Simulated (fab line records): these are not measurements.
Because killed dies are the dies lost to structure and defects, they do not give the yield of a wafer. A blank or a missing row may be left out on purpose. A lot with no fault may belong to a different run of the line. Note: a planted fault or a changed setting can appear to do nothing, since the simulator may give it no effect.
A lot that was struck, set against a sound lot -- flow berkeley cmos170 -- 14 steps out of a route of 331
Sound: wafers L442.3, L442.4, L442.5. The struck wafers were L455.2, L455.5, L455.6. The cause is named last.
Each step with rows lists, per side, the tool, then ch with its chambers, then its first start. Under that, the readings that differ: sound wafers -- struck wafers -- difference of the means -- sigmas: that difference in standard deviations of wafers without a fault.
alike: a reading whose means differ by less than 2 such deviations, as well as words and numbers matching on both sides. not compared: withheld readings; readings where some wafer has no value; bounds like >300 that might hide an equal value; numbers whose values overlap and for which the record gives no deviation.
A row with sigmas, a row that says differs or no value, or rows on one side alone: a step with any of these is where the two part. Numbers that don't overlap but have no deviation are shown without sigmas and don't part them. A reading that every wafer of one side lacks parts them only if that side has two wafers or more.

UCB170_CONTACT_STRIP_06: strips in O2.
  sound on plasma asher-02 ch 0,1, day 7 19:52; struck on plasma asher-01 ch 0,1, day 10 03:50
  alike: drypump motor current A, oes product au, strip time to endpoint s
  not compared: rf hours counter h
then, 1 step without rows for these wafers: UCB170_CONTACT_CLEAN_07 (cleans in SPM, time 600 s).
UCB170_CONTACT_RTA_08: time 10 s.
  sound on rtp anneal-02 ch 0, day 7 20:08; struck on rtp anneal-02 ch 0, day 10 04:08
  alike: lamp power pct, wafer_temp_C_max
then, 6 steps without rows for these wafers: UCB170_CONTACT_COAT_09; UCB170_CONTACT_COAT_10 (resist thk 900 nm); UCB170_CONTACT_SOFTBAKE_11 (time 60 s); UCB170_CONTACT_EXPOSE_12 (exposes mask CONT, target cd 700 nm); UCB170_CONTACT_PEB_13; UCB170_CONTACT_DEVELOP_14 (develop time 45 s).
UCB170_CONTACT_CD_MEAS_15 targets a cd of 700 nm.
  sound: cd sem-01 at day 7 21:30; struck: cd sem-01 at day 10 05:16
  alike: cd nm
UCB170_CONTACT_OVL_MEAS_16:
  sound: overlay-01 at day 7 21:35; struck: overlay-01 at day 10 05:22
  alike: CONTACT_OVL
UCB170_CONTACT_ETCH_17: etches BARC in N2/H2.
  sound on rie diel-01 ch 0,3, day 7 21:37; struck on rie diel-02 ch 0,2,3, day 10 05:24
reading,sound,struck,difference,sigmas
oes product au (a.u.),1.045 1.038 1.003,0.976 0.965 0.994,-0.050,-2
  alike: drypump motor current A, throttle valve pct
UCB170_CONTACT_ETCH_18: etches PSG in CHF3/CF4/Ar, stops on TiSi2, target depth 840 nm, time 195 s.
  sound on rie diel-01 ch 0,3, day 7 21:00; struck on rie diel-02 ch 0,2,3, day 10 05:00
reading,sound,struck,difference,sigmas
oes product au (a.u.),0.921 0.916 0.894,0.689 0.691 0.699,-0.217,-14
model.CONTACT.feature depth nm (nm),699.4 698.1 703.3,439.4 444.3 438.7,-259.5,
model.etch.depth nm (nm),699.4 698.1 703.3,439.4 444.3 438.7,-259.5,
model.KrF_of_CONTACT_COAT_10.thk nm (nm),687.1 692.3 693.7,785 783.1 786.9,+94,
  alike: drypump motor current A, throttle valve pct
  not compared: rf hours counter h
UCB170_CONTACT_STRIP_19: strips in O2.
  sound on plasma asher-02 ch 0,1, day 7 21:49; struck on plasma asher-03 ch 0,1, day 10 05:34
  alike: drypump motor current A, oes product au
  not compared: rf hours counter h

## WHERE THEY PART
Earliest at UCB170_CONTACT_ETCH_17; latest, in this record, at UCB170_CONTACT_ETCH_18. Later steps at which nothing parts them and some readings are alike: UCB170_CONTACT_STRIP_19.

WHY: the cause the simulator had injected
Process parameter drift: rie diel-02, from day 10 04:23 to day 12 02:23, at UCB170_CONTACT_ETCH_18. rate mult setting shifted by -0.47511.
